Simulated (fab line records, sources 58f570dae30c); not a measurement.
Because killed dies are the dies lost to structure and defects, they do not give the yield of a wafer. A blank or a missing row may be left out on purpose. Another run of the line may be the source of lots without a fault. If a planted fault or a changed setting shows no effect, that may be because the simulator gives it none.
Which tool was responsible? | flow berkeley cmos170 | 6 lots with 18 wafers sampled at 2 steps, on a route of 331 steps

WHAT THE GAUGES SHOWED, per wafer
UCB170_FIELD_THK_MEAS_02.
lot  | measured    | on            | FIELD_OXIDE_THK (nm)
L807 | day 5 10:01 | film metro-04 | 561 571 567
L810 | day 6 03:30 | film metro-04 | 550 548 545
L813 | day 7 11:01 | film metro-04 | 635 648 647
L820 | day 8 18:19 | film metro-02 | 570 579 569
L822 | day 8 18:19 | film metro-04 | 551 558 556
L824 | day 9 04:44 | film metro-02 | 539 539 536

TOOL THAT RAN EACH LOT (tool first, then ch and the chambers of the sampled wafers, then the start)
lot  | UCB170_FIELD_OXIDATION_01
L807 | furnace-04 ch 0, day 5 06:58
L810 | furnace-02 ch 0, day 6 00:29
L813 | furnace-02 ch 0, day 7 08:01
L820 | furnace-04 ch 0, day 8 15:19
L822 | furnace-04 ch 0, day 8 15:19
L824 | furnace-01 ch 0, day 9 01:44
- UCB170_FIELD_OXIDATION_01: target thk 558.3 nm, ox time 7200 s.

THE ANSWER, worked out from the rows above alone
Rule: what is usual is taken from the lots themselves. The widest of any qualifying gaps counts: lots, ordered by their means at a reading, are off when they make up no more than a third of the lots, leave a main group of 4 or more, and stand apart from it by 3 or more times the standard deviation of that group's means. A main group is skipped when, at the precision printed for the reading in the tables above, its means are all equal. A lot without any number at a reading at which 4 lots or more have one is off too. Where the step has rows for the other lots, those lots are counted as sound.
Off: at UCB170_FIELD_THK_MEAS_02 (FIELD_OXIDE_THK), L813. Mean 556 nm and standard deviation 12 in the main group.
If a tool, at a process step before that reading, ran all the lots that are off and no sound lot after the first of them, it fits. The gauges at UCB170_FIELD_THK_MEAS_02 are tried like those tools. One fits: UCB170_FIELD_OXIDATION_01 on furnace-02. A fault onset in the window from L810 (day 6 00:29, its last sound lot) to L813 (day 7 08:01, its first lot off) fits.

WHAT THE SIMULATOR HAD PUT IN
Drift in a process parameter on furnace-02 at UCB170_FIELD_OXIDATION_01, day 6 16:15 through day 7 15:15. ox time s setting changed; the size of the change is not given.
Shown lots that were struck: L813. The same result came from the rule above.
